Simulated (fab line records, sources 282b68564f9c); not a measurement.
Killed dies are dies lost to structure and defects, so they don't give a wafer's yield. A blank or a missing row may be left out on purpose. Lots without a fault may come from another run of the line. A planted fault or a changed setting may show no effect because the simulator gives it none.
fab line records | flow rit_cmos
record lots=14 wafers=42 last_day=7
route steps=202 shown NWELL@34 PRETRO@69 SDANNEAL@156 SILICIDE@165
lots that met no fault: from a run of the same line without faults
start_h: hours from the record's first day to the start of the lot's first wafer shown | wait_h: hours since the lot's step before | " the same as in the row above | L1.1+2: a row that stands for several wafers | - no value, or no start given | * or withheld: withheld | < > ~ a bound
route shown NAME@n: a module of which the file shows steps, and the number in the route of the first | usual: mean/standard deviation of fault-free wafers | same: alike in all rows | chamber/n: place in a boat | sites: the reading at each site | _std_site: their standard deviation | _edge_site: outer sites' mean less inner sites' | radius_mm: how far each site lies from the wafer's centre | mask NAME#n: copy n | behind: the tool/chamber that last shaped the wafer | hold: why the lot was held/for how many hours/how that ended | device: the transistor (n, p or np) that didn't switch | end of line: the same wafers' tests at the end of the route | a step without rows: its recipe alone | killed: dies lost to structure and defects at the first sort, not the wafer's yield | map: a wafer's dies, x killed, . not, _ none there
set.NAME: the setting as run; set.NAME@STEP: as run at that earlier step | model.NAME: the simulator's own value behind a step, which no gauge read
steps of the route over a sample of lots; a table a step, a row a wafer
## steps
# step RIT_NWELL_OVL_MEAS_06
# usual NWELL_OVL=-0.5/1.4
# columns lot.wafer tool chamber start_h wait_h NWELL_OVL[nm]
L315.4 overlay-01 - 20.69 - 0.2
L315.5 " - " " -0.6
L315.6 " - " " 1.0
L316.2 overlay-02 - 26.50 - 0.6
L316.5 " - " " -1.0
L316.6 " - " " 0.8
L317.2 overlay-01 - 31.10 - 2.2
L317.4 " - " " -0.1
L317.5 " - " " 1.8
L321.3 overlay-02 - 52.82 - -0.6
L321.5 " - " " 1.0
L321.6 " - " " -0.2
L322.2 overlay-02 - 55.54 - -0.2
L322.3 " - " " 1.4
L322.4 " - " " 0.3
L323.1 overlay-01 - 63.87 - 2.1
L323.3 " - " " 0.9
L323.4 " - " " 0.5
L324.1 overlay-01 - 66.52 - -1.0
L324.2 " - " " -0.7
L324.6 " - " " 0.1
L327.3 overlay-02 - 82.91 - -1.7
L327.4 " - " " -0.4
L327.5 " - " " -1.0
L328.2 overlay-02 - 85.22 - -2.6
L328.4 " - " " -0.8
L328.5 " - " " -3.1
L330.1 overlay-02 - 98.05 - -2.1
L330.2 " - " " -2.1
L330.5 " - " " -1.9
L331.1 overlay-01 - 102.79 - -2.2
L331.3 " - " " -0.7
L331.6 " - " " -3.8
L336.2 overlay-01 - 128.17 - -1.0
L336.3 " - " " -0.8
L336.6 " - " " -0.6
L337.1 overlay-02 - 132.70 - -0.6
L337.2 " - " " -1.3
L337.5 " - " " 0.2
L338.1 overlay-02 - 139.14 - -1.2
L338.2 " - " " -2.4
L338.4 " - " " -2.1
# step RIT_PRETRO_DEVELOP_05
# recipe resist=NOVOLAK develop_time_s=68 dev_temp_c=23
# usual chill_plate_temp_C=23.00/0.093 develop_time_s=68/0 exhaust_pa=45.0/0.88
# columns lot.wafer tool chamber start_h wait_h chill_plate_temp_C develop_time_s exhaust_pa
L315.4 litho_track-04 0 30 - 22.79 68 45.2
L315.5 " 0 " " 22.80 68 45.5
L315.6 " 0 " " 23.01 68 44.2
L316.2 litho_track-04 0 36 - 23.14 68 45.3
L316.5 " 0 " " 23.05 68 44.1
L316.6 " 0 " " 23.06 68 45.0
L317.2 litho_track-03 0 41 - 23.10 68 44.3
L317.4 " 0 " " 22.91 68 44.2
L317.5 " 0 " " 23.11 68 44.1
L321.3 litho_track-03 0 62 - 23.08 68 46.0
L321.5 " 0 " " 22.84 68 47.2
L321.6 " 0 63 - 22.94 68 46.3
L322.2 litho_track-03 0 65 - 23.05 68 46.1
L322.3 " 0 " " 23.03 68 45.0
L322.4 " 0 " " 23.01 68 44.4
L323.1 litho_track-02 0 73 - 22.90 68 44.3
L323.3 " 0 " " 22.95 68 43.5
L323.4 " 0 " " 22.98 68 45.7
L324.1 litho_track-04 0 77 - 23.04 68 43.8
L324.2 " 0 " " 22.90 68 44.7
L324.6 " 0 " " 22.85 68 45.0
L327.3 litho_track-02 0 94 - 23.00 68 45.1
L327.4 " 0 " " 22.99 68 44.9
L327.5 " 0 " " 23.11 68 44.5
L328.2 litho_track-04 0 95 - 22.95 68 44.9
L328.4 " 0 " " 22.90 68 46.2
L328.5 " 0 " " 22.83 68 45.8
L330.1 litho_track-03 - 108 - - - -
L330.2 " - " " - - -
L330.5 " - " " - - -
L331.1 litho_track-03 - 115 - - - -
L331.3 " - " " - - -
L331.6 " - " " - - -
L336.2 litho_track-02 0 138 - 23.01 68 44.2
L336.3 " 0 " " 22.91 68 44.6
L336.6 " 0 " " 22.86 68 44.5
L337.1 litho_track-04 0 144 - 22.96 68 45.3
L337.2 " 0 " " 22.86 68 45.3
L337.5 " 0 " " 23.08 68 44.7
L338.1 litho_track-04 0 149 - 23.10 68 45.1
L338.2 " 0 " " 22.94 68 45.2
L338.4 " 0 " " 23.04 68 45.4
# step RIT_SDANNEAL_RTA_03
# recipe temp_c=1050 time_s=5 idle_temp_c=600 ramp_up_c_per_s=342 ramp_down_c_per_s=171 cool_to_c=600 ambient=N2
# usual wafer_temp_C_max=1053.6/1.1
# same time_s=5
# columns lot.wafer tool chamber start_h wait_h wafer_temp_C_max
L315.4 rtp_anneal-01 0 49.60 0.1 1052.3
L315.5 " 0 " " 1053.7
L315.6 " 0 " " 1053.9
L316.2 rtp_anneal-02 0 55.82 0.0 1053.2
L316.5 " 0 " " 1053.4
L316.6 " 0 " " 1055.7
L317.2 rtp_anneal-01 0 59.93 0.0 1054.7
L317.4 " 0 " " 1053.5
L317.5 " 0 " " 1051.9
L321.3 rtp_anneal-01 0 82.94 0.0 1052.9
L321.5 " 0 " " 1053.4
L321.6 " 0 " " 1053.4
L322.2 rtp_anneal-02 0 86.41 0.0 1054.5
L322.3 " 0 " " 1054.3
L322.4 " 0 " " 1054.2
L323.1 rtp_anneal-01 0 94.63 0.0 1055.5
L323.3 " 0 " " 1053.1
L323.4 " 0 " " 1054.5
L324.1 rtp_anneal-02 0 95.97 0.0 1054.2
L324.2 " 0 " " 1055.1
L324.6 " 0 " " 1052.8
L327.3 rtp_anneal-01 0 114.29 0.0 1052.9
L327.4 " 0 " " 1053.1
L327.5 " 0 " " 1053.4
L328.2 rtp_anneal-02 0 116.27 0.0 1054.4
L328.4 " 0 " " 1052.2
L328.5 " 0 " " 1055.9
L330.1 rtp_anneal-02 0 128.74 0.0 1051.7
L330.2 " 0 " " 1055.4
L330.5 " 0 " " 1053.7
L331.1 rtp_anneal-01 0 137.22 0.0 1053.5
L331.3 " 0 " " 1051.6
L331.6 " 0 " " 1051.9
L336.2 rtp_anneal-02 0 157.57 0.0 1056.6
L336.3 " 0 " " 1053.6
L336.6 " 0 " " 1052.4
L337.1 rtp_anneal-01 0 164.06 0.0 1053.1
L337.2 " 0 " " 1054.1
L337.5 " 0 " " 1055.3
L338.1 rtp_anneal-02 0 169.78 0.0 1053.2
L338.2 " 0 " " 1052.1
L338.4 " 0 " " 1053.9
# step RIT_SILICIDE_RTA_04
# recipe temp_c=650 time_s=10 idle_temp_c=25 ramp_up_s=5 ramp_down_s=5 cool_to_c=25 ambient=N2
# usual wafer_temp_C_max=652.3/0.63
# same time_s=10
# columns lot.wafer tool chamber start_h wait_h wafer_temp_C_max
L315.4 rtp_anneal-02 0 50.52 0.1 652.9
L315.5 " 0 " " 652.2
L315.6 " 0 " " 652.1
L316.2 rtp_anneal-01 0 56.70 0.1 652.3
L316.5 " 0 " " 652.7
L316.6 " 0 " " 652.6
L317.2 rtp_anneal-02 0 60.82 0.1 651.9
L317.4 " 0 " " 651.6
L317.5 " 0 " " 652.1
L321.3 rtp_anneal-02 0 83.84 0.1 651.9
L321.5 " 0 " " 652.2
L321.6 " 0 " " 651.7
L322.2 rtp_anneal-01 0 87.34 0.1 652.0
L322.3 " 0 " " 653.5
L322.4 " 0 " " 652.3
L323.1 rtp_anneal-02 0 95.51 0.1 651.3
L323.3 " 0 " " 651.7
L323.4 " 0 " " 651.8
L324.1 rtp_anneal-01 0 96.85 0.1 652.3
L324.2 " 0 " " 652.7
L324.6 " 0 " " 652.4
L327.3 rtp_anneal-02 0 115.18 0.1 651.7
L327.4 " 0 " " 652.4
L327.5 " 0 " " 651.8
L328.2 rtp_anneal-01 0 117.15 0.1 653.7
L328.4 " 0 " " 652.3
L328.5 " 0 " " 652.5
L330.1 rtp_anneal-01 0 129.63 0.1 653.8
L330.2 " 0 " " 652.8
L330.5 " 0 " " 652.2
L331.1 rtp_anneal-02 0 138.11 0.1 651.7
L331.3 " 0 " " 652.3
L331.6 " 0 " " 651.2
L336.2 rtp_anneal-01 0 158.45 0.1 651.7
L336.3 " 0 " " 653.6
L336.6 " 0 " " 652.2
L337.1 rtp_anneal-02 0 164.94 0.1 651.4
L337.2 " 0 " " 651.2
L337.5 " 0 " " 652.4
L338.1 rtp_anneal-01 0 170.66 0.1 653.1
L338.2 " 0 " " 653.3
L338.4 " 0 " " 652.1
## key
first_sign step=RIT_PRETRO_DEVELOP_05 reading=tool_record direction=missing
effect none on later readings
met_at RIT_PRETRO_DEVELOP_05
struck_lots L330,L331
sort_left_out L330.1,L330.2,L330.5,L331.1,L331.3,L331.6
tester_left_out L330,L331
not_acting_at RIT_NWELL_OVL_MEAS_06,RIT_SDANNEAL_RTA_03,RIT_SILICIDE_RTA_04
onset_between 65 108
fault kind=skipped_step_whole tool=litho_track-03 chamber=- onset_h=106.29 steps=RIT_PRETRO_DEVELOP_05 scope=struck_lots_only
# tester_left_out: of these lots the tester's yield and bins aren't shown, on N5 and GAA mostly nor the transistor test; their killed dies are dies lost to structure and defects alone, not to doping, threshold or leakage, so they don't give the yield
# sort_left_out: the simulated sort isn't trusted on such a fault, so these wafers' sort isn't shown, and their yield isn't known
